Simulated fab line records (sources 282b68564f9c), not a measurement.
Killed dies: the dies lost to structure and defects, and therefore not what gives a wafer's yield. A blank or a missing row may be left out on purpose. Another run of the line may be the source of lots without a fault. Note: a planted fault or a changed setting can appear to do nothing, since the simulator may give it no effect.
fab line records | flow rit_cmos
record lots=7 | wafers=21 | last_day=7
route steps=202 shown M1@184
lots that met no fault: from a run of the same line without faults
start_h: hours from the record's first day to the start of the lot's first wafer shown | wait_h: how many hours have passed since the lot's step before this one | " identical to the entry in the row above | L1.1+2: a row that stands for several wafers | - no value present, or no start provided | * or withheld: withheld | < > ~ a bound
route shown NAME@n: NAME is a module with steps in the file, n the number in the route of the first one | usual: mean and standard deviation over wafers with no fault | same: alike in all rows | chamber/n: place in a boat | sites: readings site by site | _std_site: the values' standard deviation | _edge_site: mean of outer sites minus mean of inner sites | radius_mm: for every site, how far away it sits from the centre of the wafer | mask NAME#n: copy n | behind: tool/chamber where the wafer was last shaped | hold: the reason the lot was held/the length of the hold in hours/how it ended | device: the transistor (n, p or np) that didn't switch | end of line: the same wafers' tests at the end of the route | step lacking rows: just its recipe | killed: at the first sort, the dies lost to defects and structure; wafer yield is something else | map: the dies of a wafer, with x for killed, . for not killed, _ for no die there
set.NAME: the setting the step ran with; set.NAME@STEP: the setting that earlier step ran with | model.NAME: the simulator's own value behind a step, which no gauge read
lots at selected steps of the route; one table per step, one row per wafer
services: the hour from which a tool's chamber was out of use, counted from the record's first day as start_h (under 0 if before that day), plus the number of hours and why
## steps
# step RIT_M1_SPUTTER_00
# recipe material=Al | target_thk_nm=400 | power_w=2000 | chamber_pressure_pa=0.4 | gas=Ar | time_s=500 | substrate_temp_c=25
# usual throttle_valve_pct=30.2/1
lot.wafer | tool           | chamber | start_h | wait_h | throttle_valve_pct
L953.1    | pvd_sputter-02 | -       | 84.56   | 0.0    | 29.3
L953.2    | "              | -       | "       | "      | 30.1
L953.5    | "              | -       | "       | "      | 30.0
L954.3    | pvd_sputter-01 | -       | 86.35   | 0.0    | 29.7
L954.4    | "              | -       | "       | "      | 29.6
L954.5    | "              | -       | "       | "      | 31.9
L955.1    | pvd_sputter-02 | -       | 91.24   | 0.0    | 29.1
L955.2    | "              | -       | "       | "      | 31.4
L955.6    | "              | -       | "       | "      | 30.0
L965.1    | pvd_sputter-02 | -       | 142.22  | 0.0    | 29.0
L965.4    | "              | -       | "       | "      | 30.2
L965.5    | "              | -       | "       | "      | 30.3
L966.2    | pvd_sputter-01 | -       | 145.03  | 0.0    | 31.5
L966.4    | "              | -       | "       | "      | 29.8
L966.6    | "              | -       | "       | "      | 31.3
L968.3    | pvd_sputter-04 | -       | 158.14  | 0.0    | 29.1
L968.5    | "              | -       | "       | "      | 29.2
L968.6    | "              | -       | "       | "      | 28.6
L970.1    | pvd_sputter-04 | -       | 165.17  | 0.0    | 30.2
L970.5    | "              | -       | "       | "      | 29.5
L970.6    | "              | -       | "       | "      | 30.1
# step RIT_M1_RS_MEAS_01
# recipe thk_meas_gauge=four-point-probe | reads=Al_of_M1_SPUTTER_00
# usual M1_AL_RS=0.0734/0.00095
lot.wafer | tool          | chamber | start_h | wait_h | M1_AL_RS[ohm/sq]
L953.1    | film_metro-03 | -       | 84.86   | 0.1    | 0.0742
L953.2    | "             | -       | "       | "      | 0.0742
L953.5    | "             | -       | "       | "      | 0.0731
L954.3    | film_metro-04 | -       | 86.69   | 0.2    | 0.0728
L954.4    | "             | -       | "       | "      | 0.0719
L954.5    | "             | -       | "       | "      | 0.0735
L955.1    | film_metro-03 | -       | 91.54   | 0.1    | 0.0742
L955.2    | "             | -       | "       | "      | 0.0737
L955.6    | "             | -       | "       | "      | 0.0742
L965.1    | film_metro-02 | -       | 142.51  | 0.1    | 0.0746
L965.4    | "             | -       | "       | "      | 0.0743
L965.5    | "             | -       | "       | "      | 0.0741
L966.2    | film_metro-03 | -       | 145.34  | 0.2    | 0.0727
L966.4    | "             | -       | "       | "      | 0.0721
L966.6    | "             | -       | "       | "      | 0.0726
L968.3    | film_metro-04 | -       | 158.48  | 0.2    | 0.0752
L968.5    | "             | -       | "       | "      | 0.0750
L968.6    | "             | -       | "       | "      | 0.0724
L970.1    | film_metro-04 | -       | 165.47  | 0.1    | 0.0724
L970.5    | "             | -       | "       | "      | 0.0726
L970.6    | "             | -       | "       | "      | 0.0728
# step RIT_M1_THK_MEAS_02
# recipe thk_meas_gauge=xrf | reads=Al_of_M1_SPUTTER_00
# usual M1_AL_THK=400/5.5
lot.wafer | tool          | chamber | start_h | wait_h | M1_AL_THK[nm]
L953.1    | film_metro-03 | -       | 84.98   | 0.1    | 398
L953.2    | "             | -       | "       | "      | 397
L953.5    | "             | -       | "       | "      | 403
L954.3    | film_metro-04 | -       | 86.79   | 0.1    | 401
L954.4    | "             | -       | "       | "      | 407
L954.5    | "             | -       | "       | "      | 402
L955.1    | film_metro-03 | -       | 91.66   | 0.1    | 398
L955.2    | "             | -       | "       | "      | 400
L955.6    | "             | -       | "       | "      | 397
L965.1    | film_metro-02 | -       | 142.63  | 0.1    | 394
L965.4    | "             | -       | "       | "      | 399
L965.5    | "             | -       | "       | "      | 395
L966.2    | film_metro-03 | -       | 145.45  | 0.1    | 409
L966.4    | "             | -       | "       | "      | 409
L966.6    | "             | -       | "       | "      | 408
L968.3    | film_metro-04 | -       | 158.58  | 0.1    | 390
L968.5    | "             | -       | "       | "      | 390
L968.6    | "             | -       | "       | "      | 404
L970.1    | film_metro-04 | -       | 165.59  | 0.1    | 405
L970.5    | "             | -       | "       | "      | 404
L970.6    | "             | -       | "       | "      | 403
# step RIT_M1_HMDS_03
# recipe prime_time_s=60 | prime_temp_c=140
# step RIT_M1_COAT_04
# recipe resist=NOVOLAK | spin_rpm=2000 | resist_thk_nm=1300
# step RIT_M1_SOFTBAKE_05
# recipe resist=NOVOLAK | temp_c=90 | time_s=60
# step RIT_M1_EXPOSE_06
# recipe mask_id=M12 | na=0.6 | source_shape=conventional | sigma_outer=0.5 | target_cd_nm=2600 | dose_mj=250
# step RIT_M1_PEB_07
# recipe resist=NOVOLAK | temp_c=withheld | time_s=withheld
# step RIT_M1_DEVELOP_08
# recipe resist=NOVOLAK | develop_time_s=68 | dev_temp_c=23
# step RIT_M1_CD_MEAS_09
# recipe target_cd_nm=2600
# usual cd_nm=2600.1/2.3
lot.wafer | tool      | chamber | start_h | wait_h | cd_nm
L953.1    | cd_sem-02 | -       | 85.99   | -      | 2604.9
L953.2    | "         | -       | "       | "      | 2606.9
L953.5    | "         | -       | "       | "      | 2606.8
L954.3    | cd_sem-01 | -       | 87.90   | -      | 2599.2
L954.4    | "         | -       | "       | "      | 2599.9
L954.5    | "         | -       | "       | "      | 2597.5
L955.1    | cd_sem-01 | -       | 92.72   | -      | 2603.0
L955.2    | "         | -       | "       | "      | 2602.9
L955.6    | "         | -       | "       | "      | 2600.5
L965.1    | cd_sem-01 | -       | 143.70  | -      | 2598.9
L965.4    | "         | -       | "       | "      | 2600.3
L965.5    | "         | -       | "       | "      | 2601.8
L966.2    | cd_sem-01 | -       | 146.40  | -      | 2600.2
L966.4    | "         | -       | "       | "      | 2600.6
L966.6    | "         | -       | "       | "      | 2600.5
L968.3    | cd_sem-02 | -       | 159.54  | -      | 2600.0
L968.5    | "         | -       | "       | "      | 2599.8
L968.6    | "         | -       | "       | "      | 2600.4
L970.1    | cd_sem-02 | -       | 166.69  | -      | 2599.5
L970.5    | "         | -       | "       | "      | 2599.2
L970.6    | "         | -       | "       | "      | 2600.3
# step RIT_M1_OVL_MEAS_10
# usual M1_OVL=-0.4/1.4
lot.wafer | tool       | chamber | start_h | wait_h | M1_OVL[nm]
L953.1    | overlay-01 | -       | 86.11   | 0.1    | -0.2
L953.2    | "          | -       | "       | "      | -0.8
L953.5    | "          | -       | "       | "      | 0.9
L954.3    | overlay-01 | -       | 87.99   | 0.1    | 1.2
L954.4    | "          | -       | "       | "      | 0.6
L954.5    | "          | -       | "       | "      | 0.3
L955.1    | overlay-02 | -       | 92.84   | 0.1    | -1.5
L955.2    | "          | -       | "       | "      | -0.2
L955.6    | "          | -       | "       | "      | -0.7
L965.1    | overlay-01 | -       | 143.85  | 0.1    | 0.5
L965.4    | "          | -       | "       | "      | 0.4
L965.5    | "          | -       | "       | "      | 0.3
L966.2    | overlay-02 | -       | 146.51  | 0.1    | -1.4
L966.4    | "          | -       | "       | "      | -1.7
L966.6    | "          | -       | "       | "      | -2.3
L968.3    | overlay-01 | -       | 159.64  | 0.1    | 0.1
L968.5    | "          | -       | "       | "      | -3.2
L968.6    | "          | -       | "       | "      | -1.3
L970.1    | overlay-02 | -       | 166.81  | 0.1    | -2.2
L970.5    | "          | -       | "       | "      | -2.8
L970.6    | "          | -       | "       | "      | -1.4
# step RIT_M1_HARDBAKE_11
# recipe resist=NOVOLAK | temp_c=140 | time_s=120
# step RIT_M1_METAL_ETCH_12
# recipe stop_on=SiO2 | chemistry=Cl2/BCl3 | target=Al | time_s=165 | over_etch_frac=0.5 | pressure_mtorr=100 | target_depth_a=6000 | rf_w=250 | Cl2_flow_sccm=60 | bcl3_flow_sccm=50
# usual bcl3_flow_sccm=49.99/0.15 | chamber_pressure_mTorr=99.99/0.095 | drypump_motor_current_A=5.7/0.38 | oes_product_au=0.777/0.014 | throttle_valve_pct=8.28/0.07
lot.wafer | tool         | chamber | start_h | wait_h | bcl3_flow_sccm | chamber_pressure_mTorr | drypump_motor_current_A | oes_product_au | rf_hours_counter_h | throttle_valve_pct | model.NOVOLAK_of_M1_COAT_04.thk_nm | model.SiO2_of_CONTACT_CVD_00.thk_nm
L953.1    | rie_metal-03 | 1       | 86.40   | 0.2    | -              | -                      | -                       | -              | -                  | -                  | 1133                               | 398.1
L953.2    | "            | 0       | "       | "      | -              | -                      | -                       | -              | -                  | -                  | 1133                               | 386.1
L953.5    | "            | 0       | "       | "      | -              | -                      | -                       | -              | -                  | -                  | 1133                               | 403.7
L954.3    | rie_metal-02 | 0       | 88.32   | 0.2    | -              | -                      | -                       | -              | -                  | -                  | 1139                               | 393.1
L954.4    | "            | 1       | "       | "      | -              | -                      | -                       | -              | -                  | -                  | 1143                               | 398.4
L954.5    | "            | 1       | "       | "      | -              | -                      | -                       | -              | -                  | -                  | 1139                               | 406
L955.1    | rie_metal-01 | 1       | 93.13   | 0.2    | -              | -                      | -                       | -              | -                  | -                  | 1139                               | 393.3
L955.2    | "            | 0       | "       | "      | -              | -                      | -                       | -              | -                  | -                  | 1143                               | 387.5
L955.6    | "            | 0       | "       | "      | -              | -                      | -                       | -              | -                  | -                  | 1144                               | 396.7
L965.1    | rie_metal-03 | 0       | 144.13  | 0.2    | 49.85          | 100.07                 | 6.2                     | 0.755          | 4                  | 8.30               | 802.3                              | 361.4
L965.4    | "            | 0       | "       | "      | 49.80          | 99.93                  | 6.3                     | 0.763          | -                  | 8.29               | 800.2                              | 381.1
L965.5    | "            | 0       | "       | "      | 50.03          | 100.00                 | 6.2                     | 0.770          | -                  | 8.30               | 804.1                              | 362.1
L966.2    | rie_metal-01 | 0       | 146.79  | 0.2    | 50.33          | 100.00                 | 5.3                     | 0.771          | 1                  | 8.25               | 800.2                              | 363.3
L966.4    | "            | 0       | "       | "      | 50.32          | 100.06                 | 5.3                     | 0.770          | -                  | 8.27               | 797.8                              | 369.1
L966.6    | "            | 1       | "       | "      | 49.92          | 99.86                  | 5.3                     | 0.804          | -                  | 8.34               | 819.2                              | 373.4
L968.3    | rie_metal-02 | 0       | 159.96  | 0.2    | 49.84          | 100.01                 | 6.1                     | 0.790          | -                  | 8.30               | 806.8                              | 375.6
L968.5    | "            | 1       | "       | "      | 49.95          | 100.00                 | 5.5                     | 0.757          | -                  | 8.12               | 813.4                              | 377.3
L968.6    | "            | 0       | "       | "      | 49.88          | 100.01                 | 6.1                     | 0.803          | -                  | 8.32               | 809                                | 380.7
L970.1    | rie_metal-03 | 0       | 167.09  | 0.2    | 49.76          | 99.99                  | 6.3                     | 0.767          | 5                  | 8.28               | 817.4                              | 361.7
L970.5    | "            | 1       | "       | "      | 49.97          | 99.87                  | 5.5                     | 0.782          | -                  | 8.36               | 795.1                              | 366.5
L970.6    | "            | 0       | "       | "      | 50.01          | 99.97                  | 6.2                     | 0.767          | -                  | 8.29               | 816.6                              | 372.1
# step RIT_M1_STRIP_13
# recipe chemistry=nmp | resist=NOVOLAK | temp_c=80 | time_s=600 | dry=n2_spin
# step RIT_M1_STRIP_14
# recipe chemistry=O2 | time_s=180 | platen_temp_c=withheld | power_w=500 | pressure_mtorr=4000 | o2_flow_sccm=4000
# usual drypump_motor_current_A=5.5/0.54 | o2_flow_sccm=3998/12
lot.wafer | tool            | chamber | start_h | wait_h | drypump_motor_current_A | o2_flow_sccm | rf_hours_counter_h
L953.1    | plasma_asher-02 | 1       | 86.75   | 0.0    | 6.0                     | 3974         | 45
L953.2    | "               | 0       | "       | "      | 5.0                     | 3992         | 45
L953.5    | "               | 0       | "       | "      | 5.0                     | 3998         | -
L954.3    | plasma_asher-01 | 0       | 88.67   | 0.1    | 4.6                     | 3975         | -
L954.4    | "               | 1       | "       | "      | 6.0                     | 4013         | -
L954.5    | "               | 0       | "       | "      | 4.6                     | 3986         | -
L955.1    | plasma_asher-02 | 1       | 93.47   | 0.0    | 6.0                     | 3991         | 46
L955.2    | "               | 0       | "       | "      | 5.0                     | 3996         | 46
L955.6    | "               | 0       | "       | "      | 5.0                     | 3992         | -
L965.1    | plasma_asher-02 | 1       | 144.63  | 0.0    | 6.0                     | 3999         | 4
L965.4    | "               | 0       | "       | "      | 5.0                     | 3992         | -
L965.5    | "               | 0       | "       | "      | 5.0                     | 3999         | -
L966.2    | plasma_asher-02 | 1       | 147.14  | 0.0    | 6.0                     | 4007         | 4
L966.4    | "               | 0       | "       | "      | 5.0                     | 4004         | -
L966.6    | "               | 0       | "       | "      | 5.0                     | 4013         | -
L968.3    | plasma_asher-04 | 0       | 160.31  | 0.1    | 5.5                     | 3992         | -
L968.5    | "               | 0       | "       | "      | 5.5                     | 4006         | -
L968.6    | "               | 1       | "       | "      | 6.0                     | 3988         | -
L970.1    | plasma_asher-04 | 0       | 167.45  | 0.0    | 5.5                     | 4002         | 39
L970.5    | "               | 1       | "       | "      | 6.0                     | 4020         | -
L970.6    | "               | 0       | "       | "      | 5.5                     | 4002         | -
# step RIT_M1_CD_MEAS_90
# recipe target_cd_nm=2600
# usual cd_nm=2600/3.4
lot.wafer | tool      | chamber | start_h | wait_h | cd_nm
L953.1    | cd_sem-02 | -       | 86.93   | 0.1    | -
L953.2    | "         | -       | "       | "      | -
L953.5    | "         | -       | "       | "      | -
L954.3    | cd_sem-02 | -       | 88.83   | 0.1    | -
L954.4    | "         | -       | "       | "      | -
L954.5    | "         | -       | "       | "      | -
L955.1    | cd_sem-01 | -       | 93.64   | 0.1    | -
L955.2    | "         | -       | "       | "      | -
L955.6    | "         | -       | "       | "      | -
L965.1    | cd_sem-01 | -       | 144.81  | 0.1    | 2597
L965.4    | "         | -       | "       | "      | 2598
L965.5    | "         | -       | "       | "      | 2600
L966.2    | cd_sem-02 | -       | 147.34  | 0.1    | 2602
L966.4    | "         | -       | "       | "      | 2603
L966.6    | "         | -       | "       | "      | 2603
L968.3    | cd_sem-02 | -       | 160.46  | 0.1    | 2604
L968.5    | "         | -       | "       | "      | 2604
L968.6    | "         | -       | "       | "      | 2604
L970.1    | cd_sem-02 | -       | 167.62  | 0.1    | 2597
L970.5    | "         | -       | "       | "      | 2597
L970.6    | "         | -       | "       | "      | 2598
# step RIT_M1_ANNEAL_15
# recipe temp_c=450 | time_s=1800 | ambient=forming_gas_H2N2
# step RIT_M1_PROBE_99
# usual defect_limited_yield=97.3/1.1 | killed_at_M0_to_M3=0.0/0.12 | killed_at_contacts=0.1/0.34 | killed_at_front_end=7.0/2.9 | killed_dies=7.2/2.9 | killed_on_rim=2.1/1.4 | killed_open=3.6/1.9 | killed_short=3.5/2.1 | sort_bin_3_pad_short=0.1/0.23 | sort_bin_5_function=1.6/0.73 | sort_bin_6_memory=1.0/0.67 | sort_n_pass=256.8/2.9 | sort_yield_pct=97.3/1.1
# same gross_dies=264 | killed_at_M4_up=0 | killed_at_back_side=0 | killed_at_other=0
lot.wafer | tool      | chamber | start_h | wait_h | defect_limited_yield[%] | killed_at_M0_to_M3 | killed_at_contacts | killed_at_front_end | killed_dies | killed_on_rim | killed_open | killed_short | sort_bin_3_pad_short[%] | sort_bin_5_function[%] | sort_bin_6_memory[%] | sort_n_pass | sort_yield_pct[%]
L953.1    | prober-02 | -       | 88.67   | 0.1    | 0                       | 259                | 0                  | 5                   | 264         | 70            | 5           | 0            | 0                       | 99.2                   | 0.8                  | 0           | 0
L953.2    | prober-02 | -       | 88.72   | 0.1    | 0                       | 259                | 0                  | 5                   | 264         | 70            | 2           | 3            | 0                       | 99.2                   | 0.8                  | 0           | 0
L953.5    | prober-02 | -       | 88.87   | 0.2    | 0                       | 253                | 0                  | 11                  | 264         | 70            | 7           | 4            | 0.8                     | 97.7                   | 1.5                  | 0           | 0
L954.3    | prober-01 | -       | 90.63   | 0.2    | 0                       | 257                | 1                  | 6                   | 264         | 70            | 2           | 5            | 0                       | 98.9                   | 1.1                  | 0           | 0
L954.4    | prober-01 | -       | 90.68   | 0.2    | 0                       | 258                | 0                  | 6                   | 264         | 70            | 2           | 4            | 0                       | 99.2                   | 0.8                  | 0           | 0
L954.5    | prober-01 | -       | 90.73   | 0.2    | 0                       | 259                | 0                  | 5                   | 264         | 70            | 0           | 5            | 0.4                     | 99.6                   | 0                    | 0           | 0
L955.1    | prober-02 | -       | 95.38   | 0.1    | 0                       | 258                | 0                  | 6                   | 264         | 70            | 4           | 2            | 0                       | 99.2                   | 0.8                  | 0           | 0
L955.2    | prober-02 | -       | 95.43   | 0.1    | 0                       | 253                | 0                  | 11                  | 264         | 70            | 7           | 4            | 0                       | 97.7                   | 2.3                  | 0           | 0
L955.6    | prober-02 | -       | 95.63   | 0.2    | 0                       | 262                | 0                  | 2                   | 264         | 70            | 0           | 2            | 0                       | 99.6                   | 0.4                  | 0           | 0
L965.1    | prober-02 | -       | 146.55  | 0.1    | 95.8                    | 0                  | 0                  | 11                  | 11          | 4             | 3           | 8            | 0.4                     | 2.3                    | 1.5                  | 253.0       | 95.8
L965.4    | prober-02 | -       | 146.70  | 0.2    | 97.3                    | 0                  | 0                  | 7                   | 7           | 2             | 5           | 2            | 0                       | 1.5                    | 1.1                  | 257.0       | 97.3
L965.5    | prober-02 | -       | 146.75  | 0.2    | 95.8                    | 0                  | 0                  | 11                  | 11          | 1             | 7           | 4            | 0                       | 2.7                    | 1.5                  | 253.0       | 95.8
L966.2    | prober-01 | -       | 149.11  | 0.1    | 99.6                    | 0                  | 0                  | 1                   | 1           | 1             | 0           | 1            | 0                       | 0.4                    | 0                    | 263.0       | 99.6
L966.4    | prober-01 | -       | 149.21  | 0.2    | 98.1                    | 0                  | 0                  | 5                   | 5           | 0             | 2           | 3            | 0                       | 1.5                    | 0.4                  | 259.0       | 98.1
L966.6    | prober-01 | -       | 149.31  | 0.2    | 97.7                    | 0                  | 0                  | 6                   | 6           | 2             | 4           | 2            | 0.4                     | 1.1                    | 0.8                  | 258.0       | 97.7
L968.3    | prober-01 | -       | 162.26  | 0.2    | 98.1                    | 0                  | 0                  | 5                   | 5           | 2             | 2           | 3            | 0                       | 1.1                    | 0.8                  | 259.0       | 98.1
L968.5    | prober-01 | -       | 162.36  | 0.2    | 98.1                    | 0                  | 1                  | 4                   | 5           | 1             | 2           | 3            | 0.4                     | 1.1                    | 0.4                  | 259.0       | 98.1
L968.6    | prober-01 | -       | 162.41  | 0.2    | 97.3                    | 0                  | 0                  | 7                   | 7           | 2             | 4           | 3            | 0.4                     | 1.9                    | 0.4                  | 257.0       | 97.3
L970.1    | prober-01 | -       | 169.36  | 0.1    | 96.6                    | 0                  | 0                  | 9                   | 9           | 4             | 7           | 2            | 0                       | 1.9                    | 1.5                  | 255.0       | 96.6
L970.5    | prober-01 | -       | 169.56  | 0.2    | 97.3                    | 0                  | 0                  | 7                   | 7           | 2             | 4           | 3            | 0                       | 2.3                    | 0.4                  | 257.0       | 97.3
L970.6    | prober-01 | -       | 169.61  | 0.2    | 97.0                    | 0                  | 1                  | 7                   | 8           | 3             | 4           | 3            | 0.4                     | 1.5                    | 1.1                  | 256.0       | 97.0
# killed by level:class
L953.1 M1:area_etch=259 SPACER:geometric_particle:open=2 SILICIDE:geometric_particle:open=2 GATE:geometric_particle:open=1
L953.2 M1:area_etch=259 GATE:geometric_particle:open=2 GATE:geometric_particle:short=2 FOX1:geometric_particle:short=1
L953.5 M1:area_etch=253 FOX1:geometric_particle:short=3 GATE:geometric_particle:open=3 FOX1:geometric_particle:open=1 FOX2:geometric_particle:open=1 GATE:geometric_particle:short=1 SPACER:geometric_particle:open=1 SILICIDE:geometric_particle:open=1
L954.3 M1:area_etch=257 SPACER:geometric_particle:short=2 FOX2:geometric_particle:open=1 GATE:geometric_particle:short=1 REOX:geometric_particle:short=1 SPACER:geometric_particle:open=1 CONTACT:geometric_particle:short=1
L954.4 M1:area_etch=258 FOX1:geometric_particle:short=1 GATE:geometric_particle:short=1 GATE:geometric_particle:open=1 REOX:geometric_particle:open=1 SPACER:geometric_particle:short=1 SILICIDE:geometric_particle:short=1
L954.5 M1:area_etch=259 GATE:geometric_particle:short=4 SPACER:geometric_particle:short=1
L955.1 M1:area_etch=258 SPACER:geometric_particle:open=3 GATE:geometric_particle:short=1 GATE:geometric_particle:open=1 SPACER:geometric_particle:short=1
L955.2 M1:area_etch=253 GATE:geometric_particle:short=3 REOX:geometric_particle:open=2 SPACER:geometric_particle:open=2 FOX1:geometric_particle:open=1 FOX1:geometric_particle:short=1 FOX2:geometric_particle:open=1 GATE:geometric_particle:open=1
L955.6 M1:area_etch=262 FOX1:geometric_particle:short=1 SPACER:geometric_particle:short=1
L965.1 GATE:geometric_particle:short=4 FOX2:geometric_particle:short=2 GATE:geometric_particle:open=2 FOX1:geometric_particle:open=1 SPACER:geometric_particle:short=1 SILICIDE:geometric_particle:short=1
L965.4 GATE:geometric_particle:short=2 SPACER:geometric_particle:open=2 ACTIVE:geometric_particle:open=1 GATE:geometric_particle:open=1 REOX:geometric_particle:open=1
L965.5 GATE:geometric_particle:open=3 FOX1:geometric_particle:short=2 SILICIDE:geometric_particle:open=2 SILICIDE:geometric_particle:short=1 REOX:geometric_particle:open=1 SPACER:geometric_particle:short=1 SPACER:geometric_particle:open=1
L966.2 GATE:geometric_particle:short=1
L966.4 GATE:geometric_particle:short=2 GATE:geometric_particle:open=1 SILICIDE:geometric_particle:open=1 SILICIDE:geometric_particle:short=1
L966.6 FOX1:geometric_particle:open=1 FOX2:geometric_particle:short=1 GATE:geometric_particle:open=1 REOX:geometric_particle:short=1 REOX:geometric_particle:open=1 SILICIDE:geometric_particle:open=1
L968.3 REOX:geometric_particle:open=2 FOX2:geometric_particle:short=1 SPACER:geometric_particle:short=1 SILICIDE:geometric_particle:short=1
L968.5 GATE:geometric_particle:short=1 REOX:geometric_particle:open=1 SPACER:geometric_particle:open=1 SILICIDE:geometric_particle:short=1 CONTACT:geometric_particle:short=1
L968.6 GATE:geometric_particle:short=2 GATE:geometric_particle:open=2 FOX1:geometric_particle:open=1 SPACER:geometric_particle:short=1 SPACER:geometric_particle:open=1
L970.1 SILICIDE:geometric_particle:open=3 GATE:geometric_particle:open=2 GATE:geometric_particle:short=1 REOX:geometric_particle:open=1 SPACER:geometric_particle:short=1 SPACER:geometric_particle:open=1
L970.5 SILICIDE:geometric_particle:short=2 SILICIDE:geometric_particle:open=2 FOX1:geometric_particle:open=1 FOX2:geometric_particle:open=1 FOX2:geometric_particle:short=1
L970.6 GATE:geometric_particle:short=2 FOX1:geometric_particle:open=1 GATE:geometric_particle:open=1 SILICIDE:geometric_particle:short=1 SILICIDE:geometric_particle:open=1 CONTACT:geometric_particle:open=1 NWELL:coat_microbubble_printed=1
# map L953.1 (x killed, . not)
________xxxxxxx_______
_____xxxxxxxxxxxxx____
____xxxxxxxxxxxxxxx___
___xxxxxxxxxxxxxxxxx__
__xxxxxxxxxxxxxxxxxxx_
__xxxxxxxxxxxxxxxxxxx_
_xxxxxxxxxxxxxxxxxxxxx
_xxxxxxxxxxxxxxxxxxxxx
_xxxxxxxxxxxxxxxxxxxxx
_xxxxxxxxxxxxxxxxxxxxx
__xxxxxxxxxxxxxxxxxxx_
__xxxxxxxxxxxxxxxxxxx_
___xxxxxxxxxxxxxxxxx__
____xxxxxxxxxxxxxxx___
_____xxxxxxxxxxxxx____
________xxxxxxx_______
# map L954.3 (x killed, . not)
________xxxxxxx_______
_____xxxxxxxxxxxxx____
____xxxxxxxxxxxxxxx___
___xxxxxxxxxxxxxxxxx__
__xxxxxxxxxxxxxxxxxxx_
__xxxxxxxxxxxxxxxxxxx_
_xxxxxxxxxxxxxxxxxxxxx
_xxxxxxxxxxxxxxxxxxxxx
_xxxxxxxxxxxxxxxxxxxxx
_xxxxxxxxxxxxxxxxxxxxx
__xxxxxxxxxxxxxxxxxxx_
__xxxxxxxxxxxxxxxxxxx_
___xxxxxxxxxxxxxxxxx__
____xxxxxxxxxxxxxxx___
_____xxxxxxxxxxxxx____
________xxxxxxx_______
## services
tool            | chamber | start_h | hours | kind
pvd_sputter-02  | -       | 90.13   | 0.5   | repair
plasma_asher-02 | -       | 108.75  | 9.0   | pm
plasma_asher-02 | 0       | 108.75  | 9.0   | vent_cycle
plasma_asher-02 | 1       | 108.75  | 9.0   | vent_cycle
plasma_asher-02 | 0       | 117.75  | -     | clean
plasma_asher-02 | 1       | 117.75  | -     | clean
rie_metal-02    | -       | 136.12  | 20.0  | pm
rie_metal-02    | 0       | 136.12  | 20.0  | vent_cycle
rie_metal-02    | 1       | 136.12  | 20.0  | vent_cycle
plasma_asher-04 | -       | 138.04  | 2.8   | pm
rie_metal-03    | 1       | 143.05  | 13.2  | repair
rie_metal-03    | -       | 155.58  | 10.0  | pm
rie_metal-02    | 0       | 156.12  | -     | clean
rie_metal-02    | 1       | 156.12  | -     | clean
## key
first_sign step=RIT_M1_METAL_ETCH_12 | reading=tool_record | direction=missing
effect step=RIT_M1_CD_MEAS_90 | reading=cd_nm | direction=missing
effect step=RIT_M1_PROBE_99 | reading=killed_at_M0_to_M3 | direction=up | sigmas=99+ | usual=0.0 | struck=257.6
model_effect step=RIT_M1_METAL_ETCH_12 | value=NOVOLAK_of_M1_COAT_04.thk_nm | without=810.9 | struck=1138
more_kills_born_at RIT_M1_METAL_ETCH_12@rie_metal-02=774 | RIT_M1_METAL_ETCH_12@rie_metal-01=773 | RIT_M1_METAL_ETCH_12@rie_metal-03=771
met_at RIT_M1_METAL_ETCH_12
struck_wafers L953.1,L953.2,L953.5,L954.3,L954.4,L954.5,L955.1,L955.2,L955.6
later_rows_left_out L953.1,L953.2,L953.5,L954.3,L954.4,L954.5,L955.1,L955.2,L955.6
fault kind=skipped_step_whole | tool=rie_metal-01,rie_metal-02,rie_metal-03 | chamber=- | onset_h=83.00 | steps=RIT_M1_METAL_ETCH_12 | scope=struck_lots_only
# later_rows_left_out: the simulator's readings of these wafers behind a module that went badly wrong aren't trusted and aren't shown, but for the sort
